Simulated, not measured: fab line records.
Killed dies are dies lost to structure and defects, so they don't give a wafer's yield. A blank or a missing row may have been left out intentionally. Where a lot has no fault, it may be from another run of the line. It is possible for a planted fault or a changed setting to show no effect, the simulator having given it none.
A struck lot beside a sound one -- flow rit_cmos -- 14 steps out of a route of 202
Sound: wafers L983.2, L983.4, L983.5. Wafers L981.1, L981.3, L981.5 were the ones struck. The cause comes at the end.
At each step with rows: each side's tool, then ch and its chambers, then its first start. Under that, the readings that differ: sound wafers -- struck wafers -- difference of the means -- sigmas: that difference in standard deviations of wafers without a fault.
alike: a reading whose means differ by less than 2 such deviations, as well as words and numbers matching on both sides. not compared: withheld readings; readings where some wafer has no value; bounds like >300 that might hide an equal value; numbers whose values overlap and for which the record gives no deviation.
A row with sigmas, a row that says differs or no value, or rows on one side alone: a step with any of these is where the two part. Numbers that have no deviation but don't overlap get no sigmas and don't part them. A reading missing from all wafers of one side parts the sides only when that side holds two or more wafers.

first, 2 steps without rows for these wafers: RIT_PLDD_PEB_04; RIT_PLDD_DEVELOP_05 (develop time 50 s).
RIT_PLDD_OVL_MEAS_06:
  sound: overlay-02 at day 4 02:05; struck: overlay-02 at day 3 18:48
  alike: PLDD_OVL
then, 2 steps without rows for these wafers: RIT_PLDD_HARDBAKE_07 (time 60 s); RIT_PLDD_IMPLANT_08.
RIT_PLDD_STRIP_09: strips in O2, time 180 s.
  sound on plasma_asher-02 ch 0,1, day 4 02:25; struck on plasma_asher-02 ch 0,1, day 3 19:08
  alike: drypump_motor_current_A
  not compared: rf_hours_counter_h
RIT_PLDD_TW_MEAS_10:
  sound: film_metro-02 at day 4 02:35; struck: film_metro-04 at day 3 19:19
  alike: PLDD_TW
then, 4 steps without rows for these wafers: RIT_SPACER_CLEAN_00 (cleans in SC1, time 600 s); RIT_SPACER_CLEAN_01 (cleans in dHF, time 30 s); RIT_SPACER_CLEAN_02 (cleans in SC2, time 600 s); RIT_SPACER_CVD_03 (deposits Si3N4 from SiH2Cl2/NH3, target thk 250 nm, time 3300 s).
RIT_SPACER_THK_MEAS_04:
  sound: film_metro-02 at day 4 04:56; struck: film_metro-04 at day 3 21:40
reading,sound,struck,difference,sigmas
SPACER_NITRIDE_THK (nm),242.9 242.8 243.2,247.5 250.1 249.3,+6.0,+2
RIT_SPACER_ETCHBACK_05: etches Si3N4 in SF6/CHF3, stops on SiO2, target depth 250 nm, time 240 s.
  sound on rie_diel-02 ch 0,2, day 4 04:59; struck on rie_diel-03 ch 0,1,3, day 3 21:44
  no value came back on the struck wafers for any of 5 readings (CHF3_flow_sccm (sccm), SF6_flow_sccm (sccm) and others); on the sound wafers CHF3_flow_sccm (sccm) reads 30.03 29.93 30.02
reading,sound,struck,difference,sigmas
model.poly-Si_of_GATE_CVD_08.thk_nm (nm),170.4 172.1 172.8,231.6 230.6 230.9,+59.3,
model.Si3N4_of_SPACER_CVD_03.thk_nm (nm),191.3 190.9 191.9,247.6 250.2 249.2,+57.6,
model.SiO2_of_FOX2_OXIDATION_00.thk_nm (nm),158.2 165.2 161.6,215.9 217.7 214,+54.2,
  not compared: rf_hours_counter_h
RIT_M1_PROBE_99:
  sound: prober-01 at day 4 16:04; struck: prober-01 at day 4 09:02
reading,sound,struck,difference,sigmas
killed_at_front_end,11 7 12,264 264 264,+254,+94
killed_dies,11 7 12,264 264 264,+254,+94
killed_on_rim,2 3 2,70 70 70,+68,+48
  alike: killed_at_M0_to_M3, killed_at_contacts, killed_open, killed_short

## WHERE THEY PART
First at RIT_SPACER_THK_MEAS_04; last, within this record, at RIT_M1_PROBE_99.

WHY: the cause the simulator had injected
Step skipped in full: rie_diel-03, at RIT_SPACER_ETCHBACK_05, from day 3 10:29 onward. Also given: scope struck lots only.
